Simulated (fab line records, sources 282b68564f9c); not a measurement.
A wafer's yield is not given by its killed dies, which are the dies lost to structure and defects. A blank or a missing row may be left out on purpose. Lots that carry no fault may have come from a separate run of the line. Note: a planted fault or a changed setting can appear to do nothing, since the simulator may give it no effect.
Struck lot and sound lot, side by side	flow rit-cmos	14 steps out of a route of 202
Sound: these wafers, L884.3, L884.5, L884.6. Struck: wafers L880.1, L880.4, L880.6. At the end, the cause is stated.
Per side, at each step with rows, come the tool, then ch with its chambers, and then its first start. Under that, the readings that differ: sound wafers	struck wafers	difference of the means	sigmas: that difference in standard deviations of wafers without a fault.
alike: readings with means less than 2 such deviations apart, plus words and numbers identical on both sides. not compared: withheld readings, readings lacking a value on some wafer, bounds such as >300 that could conceal the same value, and numbers that have no deviation in the record and whose values overlap.
The two part at a step that has a row with sigmas, a row that says differs or no value, or rows on one side only. Numbers that have no deviation but don't overlap get no sigmas and don't part them. A reading missing from all wafers of one side parts the sides only when that side holds two or more wafers.

first, 2 steps without rows for these wafers: RIT_PSD_HARDBAKE_07 (time 60 s); RIT_PSD_IMPLANT_08.
RIT_PSD_STRIP_09: strips in O2, time 180 s.
  sound on plasma-asher-04 ch 0,1, day 6 23:04; struck on plasma-asher-04 ch 0,1, day 6 04:27
  alike: drypump-motor-current-A
  not compared: rf-hours-counter-h
RIT_PSD_TW_MEAS_10:
  struck on film-metro-01, day 6 04:38; sound on film-metro-01, day 6 23:12
  alike: PSD_TW
then, 3 steps without rows for these wafers: RIT_SDANNEAL_CLEAN_00 (cleans in SC1, time 600 s); RIT_SDANNEAL_CLEAN_01 (cleans in dHF, time 30 s); RIT_SDANNEAL_CLEAN_02 (cleans in SC2, time 600 s).
RIT_SDANNEAL_RTA_03: time 5 s.
  sound on rtp-anneal-02 ch 0, day 6 23:38; struck on rtp-anneal-02 ch 0, day 6 05:04
  alike: wafer_temp_C_max
RIT_SDANNEAL_RS_MEAS_04: measurement is done with a four-point probe.
  struck on film-metro-02, day 6 05:08; sound on film-metro-01, day 6 23:43
  alike: PSD_RS
RIT_SDANNEAL_RS_MEAS_05: measurement is done with a four-point probe.
  struck on film-metro-02, day 6 05:15; sound on film-metro-01, day 6 23:50
  alike: NSD_RS
RIT_SDANNEAL_RS_MEAS_06: measurement is done with a four-point probe.
  struck on film-metro-02, day 6 05:22; sound on film-metro-01, day 6 23:57
  alike: PLDD_RS
RIT_SDANNEAL_RS_MEAS_07: measurement is done with a four-point probe.
  struck on film-metro-02, day 6 05:29; sound on film-metro-01, day 7 00:04
  alike: NLDD_RS
RIT_SILICIDE_WET_ETCH_00: etches SiO2 in BOE, target depth 14 nm, time 15 s.
  sound on wet-bench-01 ch 1, day 7 00:09; struck on wet-bench-02 ch 3, day 6 05:37
  no value came back on the struck wafers for bath-heat-duty-pct (%), temp-c (C), time-s (s); on the sound wafers bath-heat-duty-pct (%) reads 2.1 2.5 2.0
reading	sound	struck	difference	sigmas
model.SiO2_of_FOX2_OXIDATION_00.thk-nm (nm)	133 131.6 130.2	139.9 144.1 137.5	+8.9	
RIT_SILICIDE_SPUTTER_01: material Ti, target thk 30 nm, time 240 s.
  struck on pvd-sputter-01, day 6 05:37; sound on pvd-sputter-01, day 7 00:10
  alike: throttle-valve-pct

== WHERE THEY PART ==
Only at RIT_SILICIDE_WET_ETCH_00, within this record. Later steps at which nothing parts them and some readings are alike: RIT_SILICIDE_SPUTTER_01.

WHY: what the simulator had put in
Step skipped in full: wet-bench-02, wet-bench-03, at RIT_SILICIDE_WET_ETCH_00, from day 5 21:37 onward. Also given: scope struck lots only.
